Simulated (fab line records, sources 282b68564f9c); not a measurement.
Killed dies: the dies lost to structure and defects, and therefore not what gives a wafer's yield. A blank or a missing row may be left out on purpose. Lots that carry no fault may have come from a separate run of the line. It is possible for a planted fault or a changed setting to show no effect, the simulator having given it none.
One fault seen from 2 desks    flow rit cmos    each desk holds nothing but its own numbers, with what lay behind them at the end

## METROLOGY DESK
Lot by lot, what the gauges showed, no matter which tool ran the lot: averages of those sampled wafers that carry a number. A lot is out of limits, marked OUT, if its mean lies more than 4 standard deviations from the usual mean; the brackets give that distance.
Columns: A = FIELD_OXIDE_LEFT_1_THK at RIT_FOX2_THK_MEAS_90, usual 323 nm; B = FIELD_OXIDE_LEFT_2_THK at RIT_FOX2_THK_MEAS_91, usual 255 nm
lot   first seen here  A               B
L290  day 1 20:50      327             260
L291  day 2 05:38      329             261
L292  day 2 06:15      323             256
L293  day 2 16:41      323             255
L294  day 2 19:51      323             255
L296  day 3 03:16      317             248
L298  day 3 13:38      288 (-5.3) OUT  221 (-5.2) OUT
L300  day 3 23:17      334             266
L303  day 4 13:35      325             256
L308  day 5 14:02      326             258
L309  day 5 20:02      333             265
L310  day 6 00:19      329             261
L311  day 6 06:36      332             263
This desk reports L298 out of limits; the earliest was L298 at day 3 13:38 (FIELD_OXIDE_LEFT_1_THK at RIT_FOX2_THK_MEAS_90). L290, L291, L292, L293, L294, L296, L300, L303, L308, L309, L310, L311 stayed within limits.

## DESK OF THE TOOL OWNER: wet bench-02
The tool's own readings at RIT_FOX2_CLEAN_02 (cleans in dHF, time 180 s): means of the sampled wafers that have a number, for each lot that ran on this tool. A lot is out of limits, marked OUT, if its mean lies more than 4 standard deviations from the usual mean; the brackets give that distance.
Columns: A = run length s at RIT_FOX2_CLEAN_02, usual 208 s
lot   first seen here  A
L292  day 2 05:25      206
L296  day 3 02:26      212
L298  day 3 12:49      572 (+99 or more) OUT
Finding of this desk: L298 out of limits; the first was L298 at day 3 12:49, on run length s at RIT_FOX2_CLEAN_02. L292, L296 stayed within limits.

## PUT TOGETHER
The tool owner's desk had the chance to raise an alarm at day 3 12:49 on L298.
The metrology desk could have raised an alarm at day 3 13:38, on L298.
The lots listed all ran RIT_FOX2_CLEAN_02 on wet bench-02.

## WHAT WAS PUT IN BY THE SIMULATOR
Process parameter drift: wet bench-02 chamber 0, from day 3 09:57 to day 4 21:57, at RIT_FOX2_CLEAN_02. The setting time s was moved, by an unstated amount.
Lots struck among those shown: L298.
Hours from the fault's start to each desk's first reading out of limits: the tool owner's desk, 3; the metrology desk, 4.
